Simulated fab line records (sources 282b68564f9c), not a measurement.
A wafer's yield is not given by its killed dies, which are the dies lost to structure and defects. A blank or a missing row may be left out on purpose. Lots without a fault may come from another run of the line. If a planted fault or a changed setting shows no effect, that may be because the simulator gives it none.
Which tool was responsible? | flow rit_cmos | 14 lots (42 wafers sampled), 1 step of a 202-step route

## WHAT EACH GAUGE READ, for each wafer
No reading from a measuring or inspecting step in the record can be judged against a usual standard deviation.

## WHICH TOOL RAN EACH LOT (tool, then ch and the chambers of the sampled wafers, then the start)
lot  | RIT_PWELL_IMPLANT_08
L727 | implanter-01 ch 0, day 2 00:21
L728 | implanter-01 ch 0, day 2 05:19
L729 | implanter-01 ch 0, day 2 09:42
L730 | implanter-01 ch 0, day 2 14:28
L731 | implanter-03 ch 0, day 2 18:59
L732 | implanter-03 ch 0, day 3 01:21
L733 | implanter-04 ch 0, day 3 04:08
L734 | implanter-01 ch 0, day 3 13:27
L735 | implanter-03 ch 0, day 3 17:10
L737 | implanter-04 ch 0, day 4 03:15
L740 | implanter-01 ch 0, day 4 17:21
L744 | implanter-04 ch 0, day 5 14:26
L745 | implanter-04 ch 0, day 5 18:07
L749 | implanter-01 ch 0, day 6 14:22
- RIT_PWELL_IMPLANT_08

## WHAT THE TOOLS THEMSELVES READ (means of the sampled wafers that have a number; where no wafer has one, the mark that the record gives instead)
RIT_PWELL_IMPLANT_08.
lot  | tool         | beam_energy_keV
L727 | implanter-01 | 169.99
L728 | implanter-01 | 170.01
L729 | implanter-01 | 170.05
L730 | implanter-01 | 170.09
L731 | implanter-03 | 170.04
L732 | implanter-03 | 169.94
L733 | implanter-04 | 170.03
L734 | implanter-01 | 170.02
L735 | implanter-03 | 169.98
L737 | implanter-04 | 170.02
L740 | implanter-01 | 169.95
L744 | implanter-04 | 160.61
L745 | implanter-04 | 160.70
L749 | implanter-01 | 170.01

## THE ANSWER, worked out from the rows above alone
Rule: the lots themselves supply what counts as usual. The widest of any qualifying gaps counts: lots, ordered by their means at a reading, are off when they make up no more than a third of the lots, leave a main group of 4 or more, and stand apart from it by 3 or more times the standard deviation of that group's means. If all means in a main group match to the digits the tables above print for the reading, that group is not used. Also off: a lot with no number at a reading for which 4 or more lots have one. The other lots that the step has rows for count as sound. First the gauges in route order, then the tools' own readings, where a lot's mean is used as printed above. The first step at which some lot is off is used, and at that step the reading that is off furthest; a lot without a number counts as furthest.
Off: L744, L745, at RIT_PWELL_IMPLANT_08 (beam_energy_keV). Main group: mean 170.01, sd 0.04.
If a tool, at that step or one of the process steps before it, ran each lot that is off and ran no sound lot following the first of them, it fits. One fits: RIT_PWELL_IMPLANT_08 on implanter-04. A fault onset in the window from L737 (day 4 03:15, its last sound lot) to L744 (day 5 14:26, its first lot off) fits.
On the lots that are off, the tool's own readings at RIT_PWELL_IMPLANT_08 differ by more than 5 times the standard deviation of the sound lots' means, which bears it out; beam_energy_keV reads 160.66 there versus 170.01 on the sound lots.

## WHAT THE SIMULATOR HAD INSERTED
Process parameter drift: implanter-04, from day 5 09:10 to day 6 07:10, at RIT_PWELL_IMPLANT_08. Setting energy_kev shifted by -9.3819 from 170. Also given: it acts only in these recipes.
Shown lots that were struck: L744, L745. The rule given above showed the same thing.
